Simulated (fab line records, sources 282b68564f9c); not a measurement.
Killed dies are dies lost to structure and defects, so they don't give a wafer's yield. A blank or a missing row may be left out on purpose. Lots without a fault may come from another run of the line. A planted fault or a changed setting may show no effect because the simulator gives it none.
Tool commonality check | flow rit_cmos | 14 lots, 42 wafers sampled

WHY IT WAS OPENED
At RIT_M1_CD_MEAS_09 the reading cd_nm is flagged on 2 of 14 lots. Wafers without a fault read 2600.1 nm, standard deviation 2.9.
Rule: a lot is flagged when every wafer of it that has a number lies more than 4 standard deviations from that mean, or none has a number. The other lots count as sound.

lot  | measured    | on        | cd_nm (nm), wafer by wafer | flag
L549 | day 4 01:21 | cd_sem-01 | 2598.5 2598.8 2600.1       |
L550 | day 4 06:49 | cd_sem-02 | 2599.1 2597.2 2597.5       |
L553 | day 4 18:02 | cd_sem-02 | 2598.1 2601.0 2598.1       |
L554 | day 4 21:12 | cd_sem-01 | 2599.8 2601.0 2603.2       |
L555 | day 5 02:39 | cd_sem-02 | 2532.0 2531.6 2533.0       | FLAGGED
L557 | day 5 14:49 | cd_sem-01 | 2536.8 2536.9 2536.4       | FLAGGED
L559 | day 5 22:26 | cd_sem-02 | 2600.3 2599.3 2600.5       |
L564 | day 7 02:26 | cd_sem-02 | 2605.2 2602.8 2603.7       |
L565 | day 7 05:40 | cd_sem-02 | 2603.3 2605.5 2602.5       |
L566 | day 7 12:20 | cd_sem-02 | 2596.4 2598.7 2599.3       |
L568 | day 7 19:31 | cd_sem-01 | 2603.3 2603.2 2602.5       |
L569 | day 7 23:18 | cd_sem-01 | 2597.9 2597.8 2599.5       |
L570 | day 8 04:04 | cd_sem-01 | 2602.7 2602.0 2605.7       |
L571 | day 8 10:38 | cd_sem-01 | 2603.4 2604.1 2600.9       |
The numbers of the flagged lots are 2534.4 nm on average: -65.7 nm against the usual, or -23 standard deviations.

WHICH TOOL RAN EACH LOT
The record holds 3 process steps before the reading, out of a route of 202 steps. In each cell: the tool, then ch and the chambers that the sampled wafers went through, then the start.
lot  | flag    | RIT_SILICIDE_RTA_06             | RIT_CONTACT_STRIP_12                | RIT_M1_COAT_04
L549 |         | rtp_anneal-02 ch 0, day 3 21:35 | plasma_asher-01 ch 0,1, day 3 23:17 | litho_track-01 ch 0, day 4 00:35
L550 |         | rtp_anneal-01 ch 0, day 4 02:47 | plasma_asher-03 ch 0,1, day 4 04:46 | litho_track-04 ch 0, day 4 06:05
L553 |         | rtp_anneal-02 ch 0, day 4 14:06 | plasma_asher-02 ch 0,1, day 4 15:52 | litho_track-04 ch 0, day 4 17:11
L554 |         | rtp_anneal-01 ch 0, day 4 17:16 | plasma_asher-03 ch 0,1, day 4 19:02 | litho_track-03 ch 0, day 4 20:18
L555 | FLAGGED | rtp_anneal-02 ch 0, day 4 22:52 | plasma_asher-02 ch 0,1, day 5 00:38 | litho_track-04 ch 0, day 5 01:55
L557 | FLAGGED | rtp_anneal-02 ch 0, day 5 11:04 | plasma_asher-03 ch 0,1, day 5 12:48 | litho_track-04 ch 0, day 5 14:05
L559 |         | rtp_anneal-02 ch 0, day 5 18:48 | plasma_asher-02 ch 0,1, day 5 20:26 | litho_track-03 ch 0, day 5 21:43
L564 |         | rtp_anneal-01 ch 0, day 6 22:28 | plasma_asher-02 ch 0,1, day 7 00:10 | litho_track-03 ch 0, day 7 01:35
L565 |         | rtp_anneal-02 ch 0, day 7 01:52 | plasma_asher-02 ch 0,1, day 7 03:38 | litho_track-01 ch 0, day 7 04:56
L566 |         | rtp_anneal-01 ch 0, day 7 08:27 | plasma_asher-01 ch 0,1, day 7 10:08 | litho_track-01 ch 0, day 7 11:34
L568 |         | rtp_anneal-01 ch 0, day 7 15:32 | plasma_asher-01 ch 0,1, day 7 17:18 | litho_track-03 ch 0, day 7 18:40
L569 |         | rtp_anneal-02 ch 0, day 7 19:29 | plasma_asher-02 ch 0,1, day 7 21:07 | litho_track-01 ch 0, day 7 22:26
L570 |         | rtp_anneal-01 ch 0, day 8 00:23 | plasma_asher-02 ch 0,1, day 8 02:04 | litho_track-03 ch 0, day 8 03:21
L571 |         | rtp_anneal-02 ch 0, day 8 06:52 | plasma_asher-02 ch 0,1, day 8 08:30 | litho_track-04 ch 0, day 8 09:47
What these steps do:
- RIT_SILICIDE_RTA_06: time 10 s, ramp up 5 s, ramp down 10 s.
- RIT_CONTACT_STRIP_12: strips in O2, time 180 s.
- RIT_M1_COAT_04: resist thk 1300 nm.
- RIT_M1_CD_MEAS_09: target cd 2600 nm.

FLAGGED OVER TOTAL, TOOL BY TOOL (the gauges that took the reading come last)
step                 | tool            | lots run | flagged | share of the flagged lots | sound lots run after its first flagged lot
RIT_SILICIDE_RTA_06  | rtp_anneal-01   | 6        | 0       | none                      | -
RIT_SILICIDE_RTA_06  | rtp_anneal-02   | 8        | 2       | all                       | 4 (L559,L565,L569,L571)
RIT_CONTACT_STRIP_12 | plasma_asher-01 | 3        | 0       | none                      | -
RIT_CONTACT_STRIP_12 | plasma_asher-02 | 8        | 1       | some                      | 6 (L559,L564,L565,L569,L570,L571)
RIT_CONTACT_STRIP_12 | plasma_asher-03 | 3        | 1       | some                      | 0
RIT_M1_COAT_04       | litho_track-01  | 4        | 0       | none                      | -
RIT_M1_COAT_04       | litho_track-03  | 5        | 0       | none                      | -
RIT_M1_COAT_04       | litho_track-04  | 5        | 2       | all                       | 1 (L571)
RIT_M1_CD_MEAS_09    | cd_sem-01       | 7        | 1       | some                      | 4 (L568,L569,L570,L571)
RIT_M1_CD_MEAS_09    | cd_sem-02       | 7        | 1       | some                      | 4 (L559,L564,L565,L566)

WHAT THE TABLE ALLOWS
2 rows of the table ran every flagged lot: rtp_anneal-02 at RIT_SILICIDE_RTA_06, litho_track-04 at RIT_M1_COAT_04.
- rtp_anneal-02 at RIT_SILICIDE_RTA_06: 2 of its 8 lots flagged. Sound lots ran on it after the first flagged one (L559, L565, L569, L571), which a lasting fault on the whole tool wouldn't allow.
- litho_track-04 at RIT_M1_COAT_04: 2 of its 5 lots flagged. Sound lots ran on it after the first flagged one (L571), which a lasting fault on the whole tool wouldn't allow.
No row of the table ran every flagged lot and no sound lot after the first.

WHAT THE SIMULATOR HAD PUT IN
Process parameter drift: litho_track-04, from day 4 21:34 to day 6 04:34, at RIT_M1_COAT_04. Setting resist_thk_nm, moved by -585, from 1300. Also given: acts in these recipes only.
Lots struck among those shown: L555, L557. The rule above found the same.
